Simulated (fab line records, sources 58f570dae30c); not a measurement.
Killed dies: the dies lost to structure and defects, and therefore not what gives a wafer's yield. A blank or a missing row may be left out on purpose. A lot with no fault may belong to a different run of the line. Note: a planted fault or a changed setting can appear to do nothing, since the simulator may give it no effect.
Which tool did it?	flow berkeley-cmos170	14 lots, 42 wafers sampled, at 3 steps of a route of 331

WHAT EACH GAUGE READ, for each wafer
UCB170_SILICIDE_THK_MEAS_03: measures by xrf. Usual: for SILICIDE_TI_THK the level is 29.9 nm and the standard deviation is 0.32.
lot	measured	on	SILICIDE_TI_THK (nm)	flag
L493	day 7 01:08	film-metro-04	29.7 30.5 30.1	
L495	day 7 16:50	film-metro-03	29.7 29.6 30.0	
L498	day 8 00:26	film-metro-03	29.3 29.4 29.3	
L499	day 8 00:37	film-metro-01	29.9 30.0 30.4	
L497	day 8 00:43	film-metro-04	30.1 29.5 29.8	
L503	day 9 02:57	film-metro-03	30.0 30.8 30.2	
L505	day 9 10:16	film-metro-04	29.9 30.2 30.0	
L506	day 9 10:29	film-metro-03	29.9 30.2 29.9	
L508	day 10 05:05	film-metro-03	30.1 30.1 29.9	
L511	day 10 20:04	film-metro-04	29.9 30.0 30.6	
L513	day 11 06:10	film-metro-01	30.1 30.2 30.2	
L516	day 11 17:35	film-metro-03	30.0 29.4 29.6	
L514	day 12 02:06	film-metro-03	29.6 29.9 29.6	
L515	day 12 07:27	film-metro-03	29.7 29.7 29.8	

UCB170_M1_RS_MEAS_01: measurement is done with a four-point probe. Usual: for M1_AL_RS the level is 0.0486 ohm/sq and the standard deviation is 0.00048.
lot	measured	on	M1_AL_RS (ohm/sq)	flag
L493	day 7 08:04	film-metro-01	0.0497 0.0488 0.0494	
L495	day 7 22:35	film-metro-02	0.0484 0.0483 0.0491	
L498	day 8 07:33	film-metro-01	0.0486 0.0482 0.0490	
L499	day 8 08:03	film-metro-02	0.0486 0.0491 0.0488	
L497	day 8 07:47	film-metro-01	0.0490 0.0484 0.0489	
L503	day 9 07:49	film-metro-02	0.0474 0.0484 0.0485	
L505	day 9 17:47	film-metro-04	0.0480 0.0484 0.0480	
L506	day 9 19:26	film-metro-02	0.0478 0.0480 0.0489	
L508	day 10 12:34	film-metro-02	0.0490 0.0480 0.0489	
L511	day 11 03:05	film-metro-04	0.0487 0.0491 0.0489	
L513	day 11 12:03	film-metro-01	0.0476 0.0486 0.0485	
L516	day 12 01:20	film-metro-04	0.0487 0.0487 0.0488	
L514	day 12 07:23	film-metro-04	0.0482 0.0488 0.0481	
L515	day 12 14:13	film-metro-01	0.0491 0.0488 0.0489	

WHAT TOOL EACH LOT RAN ON (gives the tool, then ch and the chambers of the sampled wafers, and finally the start)
lot	UCB170_CONTACT_STRIP_19
L493	plasma-asher-02 ch 0,1, day 7 06:40
L495	plasma-asher-01 ch 0,1, day 7 22:07
L498	plasma-asher-03 ch 0,1, day 8 07:04
L499	plasma-asher-02 ch 0,1, day 8 07:28
L497	plasma-asher-01 ch 0,1, day 8 07:19
L503	plasma-asher-02 ch 0,1, day 9 07:20
L505	plasma-asher-01 ch 0,1, day 9 15:01
L506	plasma-asher-03 ch 0,1, day 9 18:58
L508	plasma-asher-02 ch 0,1, day 10 09:19
L511	plasma-asher-03 ch 0,1, day 11 02:37
L513	plasma-asher-02 ch 0,1, day 11 10:27
L516	plasma-asher-02 ch 1, day 12 00:52
L514	plasma-asher-03 ch 0,1, day 12 06:55
L515	plasma-asher-01 ch 0,1, day 12 13:08
- UCB170_CONTACT_STRIP_19: strips in O2.

WHAT THE TOOLS THEMSELVES READ (means of the sampled wafers that have a number; where no wafer has one, the mark that the record gives instead)
UCB170_CONTACT_STRIP_19. Usual: drypump-motor-current-A 5.8 A, standard deviation 0.4; oes-product-au 0.725 a.u., standard deviation 0.0043.
lot	tool	drypump-motor-current-A (A)	oes-product-au (a.u.)	flag
L493	plasma-asher-02	5.9	0.722	
L495	plasma-asher-01	6.2	0.727	
L498	plasma-asher-03	5.4	0.721	
L499	plasma-asher-02	5.8	0.724	
L497	plasma-asher-01	6.2	0.726	
L503	plasma-asher-02	5.8	0.725	
L505	plasma-asher-01	6.2	0.724	
L506	plasma-asher-03	5.4	0.723	
L508	plasma-asher-02	5.9	0.726	
L511	plasma-asher-03	5.4	0.725	
L513	plasma-asher-02	5.9	0.725	
L516	plasma-asher-02	6.1	0.725	
L514	plasma-asher-03	5.4	0.727	
L515	plasma-asher-01	5.8	0.727	

THE ANSWER, worked out from the rows above alone
Rule: a lot is off if the mean of its wafers that have a number lies more than 3 standard deviations from the usual mean. Also off: a lot with no number at a reading for which 4 or more lots have one. The other lots that the step has rows for count as sound. Order of review: gauges by route order, followed by the tools' own readings, for which a lot's mean as printed above is used. The first step at which some lot is off is used, and at that step the reading that is off furthest; a lot without a number counts as furthest.
No lot is off at any reading shown: from this, nothing can be told.

WHAT THE SIMULATOR PUT IN
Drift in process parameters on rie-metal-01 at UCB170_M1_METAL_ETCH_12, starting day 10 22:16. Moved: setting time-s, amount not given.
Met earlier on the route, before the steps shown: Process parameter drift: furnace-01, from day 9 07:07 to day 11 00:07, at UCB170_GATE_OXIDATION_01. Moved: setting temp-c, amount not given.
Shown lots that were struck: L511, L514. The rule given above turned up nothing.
